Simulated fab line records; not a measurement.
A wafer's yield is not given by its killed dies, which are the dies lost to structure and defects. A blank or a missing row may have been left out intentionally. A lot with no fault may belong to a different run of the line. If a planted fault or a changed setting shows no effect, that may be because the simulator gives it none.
Code-filled problem report in 8D (eight disciplines) form -- flow rit_cmos -- the parts of the form that need people (team, actions taken, sign-off) are left out

1. THE ISSUE
Wafers without a fault read 171.00, standard deviation 0.032; ramp_down_c_per_s at RIT_SDANNEAL_RTA_03 reads a mean of 34.20 on 6 wafers belonging to 2 lots. So: -99 or more standard deviations from the usual mean.
The step: time 5 s.
Earliest sighting: wafer L317.1 on rtp_anneal-02 at day 4 07:47. The record holds 18 wafers of 6 lots with a number at this step. Rule for "out" (also "out of limits"): further than 4 standard deviations from the usual mean. All remaining wafers that have a number are taken as sound.

2. WHAT IT IS AND WHAT IT IS NOT
question,is,is not
which readings at this step,ramp_down_c_per_s,-
which lots,"L317, L319","L315, L326, L329, L331"
which wafers of those lots,all that have a number,-
read on which tools,rtp_anneal-02,rtp_anneal-01
when,from day 4 07:47,"up to then (3 sound wafers); but 9 sound wafers of L326, L329, L331 came after"

3. THE SUSPECTS, EACH WITH WHAT RULES IT OUT
Counting: a tool at a process step up to the reading stays a suspect if it ran every lot that is out and no sound lot after the first of them.
- rtp_anneal-02 at RIT_SDANNEAL_RTA_03 (time 5 s): kept. All lots that are out passed through it, beginning with L317 at day 4 07:47, and no sound lot followed; its final sound lot before that point was L315 at day 3 22:14. Its own ramp_down_c_per_s readings are out on those wafers.
After counting, what remains is rtp_anneal-02 at RIT_SDANNEAL_RTA_03.

4. THE CAUSE (what the simulator had put in)
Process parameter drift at RIT_SDANNEAL_RTA_03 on rtp_anneal-02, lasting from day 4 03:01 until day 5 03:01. Setting ramp_down_c_per_s shifted by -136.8 from 171.
This tool alone remained once counting was done.

5. THE CHAIN OF EFFECTS, in route order
Rows list readings where the struck wafers' mean (over those with a number) sits beyond 3 standard deviations from the usual. Readings are gone through only where the record gives a usual standard deviation; hours: the median, over the lots, of the time from a lot's start at the first step in this table giving one to that lot's start at this step; sigmas: the change measured in usual standard deviations.
hours,step,reading,usual,on struck wafers,change,sigmas
0,RIT_SDANNEAL_RTA_03,ramp_down_c_per_s,171.00,34.20,-136.81,-99 or more
Its process steps:
- RIT_SDANNEAL_RTA_03: time 5 s.
Later steps that measure or inspect, where all struck wafers having a row at the step show a number for every such reading and not one has moved that far: RIT_SDANNEAL_RS_MEAS_04.

6. HOW IT WOULD HAVE BEEN CAUGHT EARLIER
In this record the first reading out of limits was taken at day 4 07:47, 5 hours after the fault began at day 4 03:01.
